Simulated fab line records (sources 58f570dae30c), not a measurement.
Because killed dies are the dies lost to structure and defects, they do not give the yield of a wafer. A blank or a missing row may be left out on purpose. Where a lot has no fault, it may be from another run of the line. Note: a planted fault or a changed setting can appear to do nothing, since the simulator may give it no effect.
Check of tool commonality	flow berkeley cmos170	Sample size 15 lots and 45 wafers

REASON IT WAS OPENED
At UCB170_SILICIDE_RS_MEAS_02 the reading SILICIDE_TI_RS is flagged on 3 of 15 lots. Wafers without a fault read 26.1 ohm/sq, standard deviation 0.39.
Rule: a lot is flagged when every wafer of it that has a number lies more than 4 standard deviations from that mean, or none has a number. All remaining lots are regarded as sound.

lot	measured	on	SILICIDE_TI_RS (ohm/sq), wafer by wafer	flag
L573	day 8 06:21	film metro-02	25.8 26.0 25.8	
L571	day 8 06:28	film metro-04	25.8 26.4 26.3	
L572	day 8 06:45	film metro-02	25.7 26.0 25.7	
L574	day 9 00:04	film metro-01	25.8 26.0 26.0	
L576	day 9 09:24	film metro-02	11.7 11.7 11.8	FLAGGED
L575	day 9 09:36	film metro-02	25.5 26.5 26.2	
L577	day 9 09:46	film metro-04	26.0 26.5 26.2	
L578	day 10 00:28	film metro-01	11.7 11.7 11.7	FLAGGED
L582	day 10 00:55	film metro-02	11.6 11.7 11.7	FLAGGED
L588	day 11 13:22	film metro-01	26.3 26.4 25.8	
L586	day 11 13:53	film metro-01	27.0 26.4 26.0	
L589	day 12 05:52	film metro-04	26.4 26.5 26.7	
L590	day 12 06:13	film metro-01	25.8 26.1 26.0	
L593	day 12 17:13	film metro-02	25.6 25.6 25.3	
L592	day 12 17:35	film metro-01	26.2 26.3 26.1	
The mean of the flagged lots' numbers is 11.7 ohm/sq, -14.4 ohm/sq from the usual (-37 standard deviations).

LOT BY LOT: THE TOOL USED
The record holds 1 process step before the reading, out of a route of 331 steps. Each cell gives the tool, then ch followed by the chambers the sampled wafers passed through, then the start.
lot	flag	UCB170_SILICIDE_SPUTTER_01
L573		pvd sputter-04, day 8 06:01
L571		pvd sputter-03, day 8 06:18
L572		pvd sputter-04, day 8 06:32
L574		pvd sputter-03, day 8 23:59
L576	FLAGGED	pvd sputter-03, day 9 09:04
L575		pvd sputter-02, day 9 09:34
L577		pvd sputter-04, day 9 09:44
L578	FLAGGED	pvd sputter-02, day 10 00:14
L582	FLAGGED	pvd sputter-04, day 10 00:41
L588		pvd sputter-04, day 11 13:20
L586		pvd sputter-03, day 11 13:47
L589		pvd sputter-04, day 12 05:50
L590		pvd sputter-03, day 12 06:08
L593		pvd sputter-02, day 12 17:10
L592		pvd sputter-03, day 12 17:33
What the steps here do:
- UCB170_SILICIDE_SPUTTER_01: material Ti, target thk 30 nm, time 25 s.
- UCB170_SILICIDE_RS_MEAS_02: measures by four-point-probe.

FLAGGED OVER TOTAL, TOOL BY TOOL (the gauges that took the reading come last)
step	tool	lots run	flagged	share of the flagged lots	sound lots run after its first flagged lot
UCB170_SILICIDE_SPUTTER_01	pvd sputter-02	3	1	some	1 (L593)
UCB170_SILICIDE_SPUTTER_01	pvd sputter-03	6	1	some	3 (L586,L590,L592)
UCB170_SILICIDE_SPUTTER_01	pvd sputter-04	6	1	some	2 (L588,L589)
UCB170_SILICIDE_RS_MEAS_02	film metro-01	6	1	some	4 (L588,L586,L590,L592)
UCB170_SILICIDE_RS_MEAS_02	film metro-02	6	2	some	2 (L575,L593)
UCB170_SILICIDE_RS_MEAS_02	film metro-04	3	0	none	-

WHAT THE TABLE PERMITS
No row of the table ran every flagged lot.

WHAT WAS PUT IN BY THE SIMULATOR
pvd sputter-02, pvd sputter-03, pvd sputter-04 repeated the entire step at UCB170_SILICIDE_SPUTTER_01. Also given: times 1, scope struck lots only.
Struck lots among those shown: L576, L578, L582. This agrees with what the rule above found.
